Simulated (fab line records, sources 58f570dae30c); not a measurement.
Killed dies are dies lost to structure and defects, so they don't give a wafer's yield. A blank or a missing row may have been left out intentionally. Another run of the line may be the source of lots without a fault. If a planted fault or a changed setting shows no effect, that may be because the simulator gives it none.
The same fault as seen by 2 desks + flow berkeleyCmos170 + numbers are kept per desk, each desk with only its own; the story behind them comes last

== METROLOGY DESK ==
Means of the sampled wafers that have a number, per lot and without regard to the tool the lot ran on: this is what the gauges read. A lot is out of limits, marked OUT, if its mean lies more than 4 standard deviations from the usual mean; the brackets give that distance.
Columns: A = V1_POLISHED_THK at UCB170_V1_THK_MEAS_04, usual 1000.2 nm; B = cdNm at UCB170_V1_CD_MEAS_12, usual 699.6 nm; C = M2_OVL at UCB170_M2_OVL_MEAS_16, usual 0 nm
| lot  | first seen here | A      | B     | C  |
|------|-----------------|--------|-------|----|
| L128 | day 8 17:30     | 1000.2 | 700.6 | 0  |
| L129 | day 8 18:50     | 999.2  | 700.6 | -1 |
| L130 | day 8 19:08     | 999.4  | 701.2 | -0 |
| L131 | day 9 18:32     | 999.6  | 701.2 | -3 |
| L140 | day 11 23:22    | 1000.2 | 700.4 | 1  |
| L141 | day 12 02:02    | 999.1  | 699.7 | 3  |
| L146 | day 13 03:52    | 1000.6 | 699.3 | -3 |
| L147 | day 13 09:22    | 999.3  | 698.2 | 5  |
| L148 | day 13 10:41    | 1000.7 | 700.9 | -0 |
| L151 | day 13 21:35    | 999.3  | 697.9 | 4  |
| L150 | day 13 22:56    | 1000.2 | 700.3 | -2 |
This desk found nothing out of limits on any of the 11 lots.

== THE TOOL OWNER'S DESK: rieMetal-03 ==
The tool's own readings at UCB170_M3_METAL_ETCH_18 (etches Al in Cl2/BCl3, stops on SiO2, target depth 1170 nm, time 195 s): means of the sampled wafers that have a number, for each lot that ran on this tool. A lot is out of limits, marked OUT, if its mean lies more than 4 standard deviations from the usual mean; the brackets give that distance.
Columns: A = bcl3FlowSccm at UCB170_M3_METAL_ETCH_18, usual 45.02 sccm; B = drypumpMotorCurrentA at UCB170_M3_METAL_ETCH_18, usual 5.9 A; C = oesProductAu at UCB170_M3_METAL_ETCH_18, usual 0.846 a.u.; D = throttleValvePct at UCB170_M3_METAL_ETCH_18, usual 24.49 %
| lot  | first seen here | A     | B   | C     | D     |
|------|-----------------|-------|-----|-------|-------|
| L128 | day 9 02:28     | 45.06 | 5.6 | 0.839 | 24.45 |
| L130 | day 9 04:25     | 45.07 | 5.8 | 0.845 | 24.69 |
| L140 | day 12 10:15    | 45.21 | 5.8 | 0.879 | 24.68 |
| L141 | day 12 14:44    | 44.90 | 5.8 | 0.890 | 24.67 |
This desk found nothing out of limits on any of the 4 lots.

== PUT TOGETHER ==
The metrology desk saw nothing out of limits.
The desk of the tool owner found nothing out of limits.

== WHAT THE SIMULATOR HAD INSERTED ==
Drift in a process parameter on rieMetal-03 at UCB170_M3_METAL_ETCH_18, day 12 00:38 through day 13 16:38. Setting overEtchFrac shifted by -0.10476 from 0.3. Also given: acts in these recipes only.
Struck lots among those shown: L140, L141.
